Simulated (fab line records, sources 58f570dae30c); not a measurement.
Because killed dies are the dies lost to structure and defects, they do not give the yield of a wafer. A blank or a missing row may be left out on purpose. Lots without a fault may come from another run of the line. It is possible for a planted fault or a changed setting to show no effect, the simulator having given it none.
Which tool did it? || flow berkeley_cmos170 || 21 wafers from 7 lots sampled at 2 of the route's 331 steps

== WHAT THE GAUGES READ, wafer by wafer ==
UCB170_V2_THK_MEAS_01.
{"lot": "L131", "measured": "day 8 12:11", "on": "film_metro-02", "V2_TEOS_THK (nm)": "1983 2024 2024"}
{"lot": "L138", "measured": "day 9 03:02", "on": "film_metro-01", "V2_TEOS_THK (nm)": "1949 1956 1988"}
{"lot": "L139", "measured": "day 9 02:30", "on": "film_metro-02", "V2_TEOS_THK (nm)": "1994 1996 1980"}
{"lot": "L140", "measured": "day 9 20:08", "on": "film_metro-01", "V2_TEOS_THK (nm)": "1964 2015 2016"}
{"lot": "L144", "measured": "day 11 01:43", "on": "film_metro-02", "V2_TEOS_THK (nm)": "1967 2025 2016"}
{"lot": "L146", "measured": "day 11 01:56", "on": "film_metro-01", "V2_TEOS_THK (nm)": "1984 2219 1999 1985 2219 1999"}
{"lot": "L151", "measured": "day 12 01:32", "on": "film_metro-02", "V2_TEOS_THK (nm)": "1987 1967 1996"}

== EACH LOT AND THE TOOL THAT RAN IT (in order: tool; ch and the chambers of the sampled wafers; start) ==
{"lot": "L131", "UCB170_V2_CVD_00": "pecvd-01 ch 0,1, day 8 12:00"}
{"lot": "L138", "UCB170_V2_CVD_00": "pecvd-04 ch 1,2, day 9 02:52"}
{"lot": "L139", "UCB170_V2_CVD_00": "pecvd-01 ch 0,1,2, day 9 02:23"}
{"lot": "L140", "UCB170_V2_CVD_00": "pecvd-04 ch 0,1, day 9 19:58"}
{"lot": "L144", "UCB170_V2_CVD_00": "pecvd-01 ch 1,2, day 11 01:32"}
{"lot": "L146", "UCB170_V2_CVD_00": "pecvd-04 ch 0,1,2, day 11 01:49"}
{"lot": "L151", "UCB170_V2_CVD_00": "pecvd-02 ch 0,2, day 12 01:23"}
- UCB170_V2_CVD_00: deposits SiO2 from TEOS/O2, target thk 2000 nm, time 250 s.

== THE ANSWER, worked out from the rows above alone ==
Rule: what is usual is taken from the lots themselves. Put in order of their means at a reading, lots are off if they are a third of the lots or fewer, leave a main group of 4 or more, and stand apart from it by a gap of 3 or more times the standard deviation of the main group's means; of several such gaps the widest counts. A main group whose means are all the same, to the digits that the tables above print for the reading, isn't used. A lot without any number at a reading at which 4 lots or more have one is off too. All remaining lots with rows at the step are treated as sound.
Off: L146, at UCB170_V2_THK_MEAS_01 (V2_TEOS_THK). Main group: mean 1992 nm, sd 15.
A tool fits if, at a process step before that reading, it ran every lot that is off, and no sound lot after the first of them. Gauges at UCB170_V2_THK_MEAS_01: tried the same way as those tools. This does not decide it: 2 tools fit, namely pecvd-04 at UCB170_V2_CVD_00 and film_metro-01 at UCB170_V2_THK_MEAS_01.

== WHAT HAD BEEN PUT IN BY THE SIMULATOR ==
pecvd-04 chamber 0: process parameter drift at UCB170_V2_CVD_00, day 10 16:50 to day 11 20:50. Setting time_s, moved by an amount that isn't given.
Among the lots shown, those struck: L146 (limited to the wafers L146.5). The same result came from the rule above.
